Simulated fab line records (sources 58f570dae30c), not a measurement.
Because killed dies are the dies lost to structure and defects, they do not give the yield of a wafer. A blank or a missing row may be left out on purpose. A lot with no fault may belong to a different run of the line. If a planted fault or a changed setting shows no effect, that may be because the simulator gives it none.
Matching of chambers / flow berkeley cmos170 / cmp-02 running UCB170_V2_CMP_02: 4 sister chambers
The step polishes SiO2. 14 wafers are shown with their chamber, then 7 later ones without.

## EACH WAFER AND ITS CHAMBER
wafer=L900.1; chamber=2; motor current A (A)=17.1; slurry filter dp kPa (kPa)=13.30
wafer=L900.2; chamber=0; motor current A (A)=16.2; slurry filter dp kPa (kPa)=13.40
wafer=L900.6; chamber=1; motor current A (A)=14.3; slurry filter dp kPa (kPa)=13.77
wafer=L902.1; chamber=2; motor current A (A)=17.9; slurry filter dp kPa (kPa)=13.54
wafer=L902.2; chamber=3; motor current A (A)=14.3; slurry filter dp kPa (kPa)=13.59
wafer=L902.3; chamber=0; motor current A (A)=16.4; slurry filter dp kPa (kPa)=13.41
wafer=L905.3; chamber=2; motor current A (A)=17.3; slurry filter dp kPa (kPa)=13.48
wafer=L905.4; chamber=3; motor current A (A)=14.5; slurry filter dp kPa (kPa)=13.36
wafer=L905.6; chamber=3; motor current A (A)=14.1; slurry filter dp kPa (kPa)=13.44
wafer=L910.1; chamber=3; motor current A (A)=14.7; slurry filter dp kPa (kPa)=13.33
wafer=L910.5; chamber=3; motor current A (A)=14.6; slurry filter dp kPa (kPa)=13.66
wafer=L910.6; chamber=2; motor current A (A)=17.2; slurry filter dp kPa (kPa)=13.68
wafer=L915.2; chamber=1; motor current A (A)=13.7; slurry filter dp kPa (kPa)=13.56
wafer=L915.4; chamber=3; motor current A (A)=14.7; slurry filter dp kPa (kPa)=13.44

SIGNATURES, as means of the wafers listed above
reading=motor current A; chamber 0=16.300; chamber 1=14.000; chamber 2=17.375; chamber 3=14.483; scatter within a chamber=0.296
reading=slurry filter dp kPa; chamber 0=13.4050; chamber 1=13.6650; chamber 2=13.5000; chamber 3=13.4700; scatter within a chamber=0.134
Rule: a wafer lies at a distance from a chamber equal to the root of the sum of squares, over the readings, of (its reading less the chamber's mean, divided by the reading's scatter). The wafer belongs to the nearest chamber; if the next one is less than 2 further off, it can't be placed. How the scatter is found: for the shown wafers, subtract from each reading the mean of its chamber, square and add these, divide the total by (wafers less chambers), then take the root.

## WAFERS WITHOUT THEIR CHAMBER
wafer=L915.6; motor current A (A)=17.4; slurry filter dp kPa (kPa)=13.39
wafer=L917.1; motor current A (A)=14.2; slurry filter dp kPa (kPa)=13.45
wafer=L917.4; motor current A (A)=17.9; slurry filter dp kPa (kPa)=13.43
wafer=L917.5; motor current A (A)=17.8; slurry filter dp kPa (kPa)=13.16
wafer=L919.2; motor current A (A)=17.4; slurry filter dp kPa (kPa)=13.38
wafer=L919.3; motor current A (A)=14.2; slurry filter dp kPa (kPa)=13.64
wafer=L919.5; motor current A (A)=14.2; slurry filter dp kPa (kPa)=13.60

## WHICH CHAMBER EACH WENT THROUGH
wafer=L915.6; from the rows above=2; in truth=2
wafer=L917.1; from the rows above=can't be placed: 3 or 1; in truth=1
wafer=L917.4; from the rows above=2; in truth=2
wafer=L917.5; from the rows above=2; in truth=2
wafer=L919.2; from the rows above=2; in truth=2
wafer=L919.3; from the rows above=can't be placed: 1 or 3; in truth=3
wafer=L919.5; from the rows above=can't be placed: 1 or 3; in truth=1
Correctly placed: 4 of 7. Cannot be placed on the basis of these rows: 3; the candidates contain the true chamber in 3. Number placed wrongly: 0.
